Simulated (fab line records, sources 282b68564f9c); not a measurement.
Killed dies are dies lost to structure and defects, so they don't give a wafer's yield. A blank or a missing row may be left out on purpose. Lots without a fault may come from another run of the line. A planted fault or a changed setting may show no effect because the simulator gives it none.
A struck lot beside a sound one | flow rit_cmos | 32 steps out of a route of 202
Sound: wafers L675.2, L675.4, L675.5. Struck: wafers L682.1, L682.3, L682.5. The cause comes at the end.
At each step with rows: each side's tool, then ch and its chambers, then its first start. Under that, the readings that differ: sound wafers | struck wafers | difference of the means | sigmas: that difference in standard deviations of wafers without a fault.
alike: readings whose means differ by less than 2 such deviations, and words and numbers that are the same on both sides. not compared: withheld readings, readings that some wafer has no value for, bounds like >300 that may hide the same value, and numbers for which the record gives no deviation and whose values overlap.
The two part at a step that has a row with sigmas, a row that says differs or no value, or rows on one side only. Numbers that don't overlap but have no deviation are shown without sigmas and don't part them. A reading that every wafer of one side lacks parts them only if that side has two wafers or more.

first, 2 steps without rows for these wafers: RIT_SPACER_CLEAN_02 (cleans in SC2, time 600 s); RIT_SPACER_CVD_03 (deposits Si3N4 from SiH2Cl2/NH3, target thk 250 nm, time 3300 s).
RIT_SPACER_THK_MEAS_04:
  sound on film_metro-03, day 3 09:58; struck on film_metro-01, day 4 19:50
  alike: SPACER_NITRIDE_THK
RIT_SPACER_ETCHBACK_05: etches Si3N4 in SF6/CHF3, stops on SiO2, target depth 250 nm, time 240 s.
  sound on rie_diel-04 ch 0,2, day 3 10:01; struck on rie_diel-02 ch 0,1, day 4 19:54
  alike: drypump_motor_current_A, oes_product_au, throttle_valve_pct
  not compared: rf_hours_counter_h
then, 6 steps without rows for these wafers: RIT_NSD_HMDS_00 (prime time 60 s); RIT_NSD_COAT_01 (resist thk 1000 nm); RIT_NSD_SOFTBAKE_02 (time 60 s); RIT_NSD_EXPOSE_03 (exposes mask M9, target cd 40700 nm); RIT_NSD_PEB_04; RIT_NSD_DEVELOP_05 (develop time 50 s).
RIT_NSD_OVL_MEAS_06:
  sound on overlay-02, day 3 11:09; struck on overlay-01, day 4 21:02
  alike: NSD_OVL
then, 1 step without rows for these wafers: RIT_NSD_HARDBAKE_07 (time 60 s).
RIT_NSD_IMPLANT_08:
  sound on implanter-03 ch 0, day 3 11:22; struck on implanter-04 ch 0, day 4 21:13
  reading                          | sound                         | struck                        | difference | sigmas
  dose_ions_cm2                    | 9.998e+14 9.981e+14 9.988e+14 | 5.622e+14 5.634e+14 5.636e+14 | -4.358e+14 | -99 or more
  end_station_pressure_torr (Torr) | 7.8e-06 7.5e-06 7.4e-06       | 6.4e-06 6e-06 6.8e-06         | -1.2e-06   | -3
  faraday_current_uA               | 3138 3076 3209                | 1717 1799 1768                | -1380      | -22
RIT_NSD_STRIP_09: strips in O2, time 180 s.
  sound on plasma_asher-04 ch 0,1, day 3 11:29; struck on plasma_asher-04 ch 0,1, day 4 21:22
  alike: drypump_motor_current_A
  not compared: rf_hours_counter_h
RIT_NSD_TW_MEAS_10:
  sound on film_metro-04, day 3 11:40; struck on film_metro-01, day 4 21:46
  reading | sound          | struck         | difference | sigmas
  NSD_TW  | 3164 3173 3176 | 2734 2717 2712 | -450       | -14
  not compared: hold
then, 5 steps without rows for these wafers: RIT_PSD_COAT_01 (resist thk 994.2 nm); RIT_PSD_SOFTBAKE_02 (time 60 s); RIT_PSD_EXPOSE_03 (exposes mask M10, target cd 40900 nm); RIT_PSD_PEB_04; RIT_PSD_DEVELOP_05 (develop time 50 s).
RIT_PSD_OVL_MEAS_06:
  sound on overlay-02, day 3 12:36; struck on overlay-01, day 5 06:22
  alike: PSD_OVL
then, 2 steps without rows for these wafers: RIT_PSD_HARDBAKE_07 (time 60 s); RIT_PSD_IMPLANT_08.
RIT_PSD_STRIP_09: strips in O2, time 180 s.
  sound on plasma_asher-01 ch 1, day 3 12:56; struck on plasma_asher-03 ch 0,1, day 5 06:56
  alike: drypump_motor_current_A
  not compared: rf_hours_counter_h
RIT_PSD_TW_MEAS_10:
  sound on film_metro-04, day 3 13:07; struck on film_metro-02, day 5 07:07
  alike: PSD_TW
then, 3 steps without rows for these wafers: RIT_SDANNEAL_CLEAN_00 (cleans in SC1, time 600 s); RIT_SDANNEAL_CLEAN_01 (cleans in dHF, time 30 s); RIT_SDANNEAL_CLEAN_02 (cleans in SC2, time 600 s).
RIT_SDANNEAL_RTA_03: time 5 s.
  sound on rtp_anneal-02 ch 0, day 3 13:32; struck on rtp_anneal-01 ch 0, day 5 07:32
  alike: ramp_up_c_per_s, wafer_temp_C_max
RIT_SDANNEAL_RS_MEAS_04: measures by four-point-probe.
  sound on film_metro-04, day 3 13:37; struck on film_metro-04, day 5 07:36
  alike: PSD_RS
RIT_SDANNEAL_RS_MEAS_05: measures by four-point-probe.
  sound on film_metro-04, day 3 13:44; struck on film_metro-04, day 5 08:00
  reading         | sound          | struck            | difference | sigmas
  NSD_RS (ohm/sq) | 84.9 84.5 84.6 | 133.2 133.6 133.6 | +48.8      | +99 or more
  not compared: hold
RIT_M1_PROBE_99:
  the record has rows for the sound wafers here (prober-02, day 3 21:16) and none for the struck ones

WHERE THEY PART
First at RIT_NSD_IMPLANT_08; last, within this record, at RIT_M1_PROBE_99.

WHY: what the simulator had put in
Process parameter drift: implanter-04, from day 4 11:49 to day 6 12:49, at RIT_NSD_IMPLANT_08. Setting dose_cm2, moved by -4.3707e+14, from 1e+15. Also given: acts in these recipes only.
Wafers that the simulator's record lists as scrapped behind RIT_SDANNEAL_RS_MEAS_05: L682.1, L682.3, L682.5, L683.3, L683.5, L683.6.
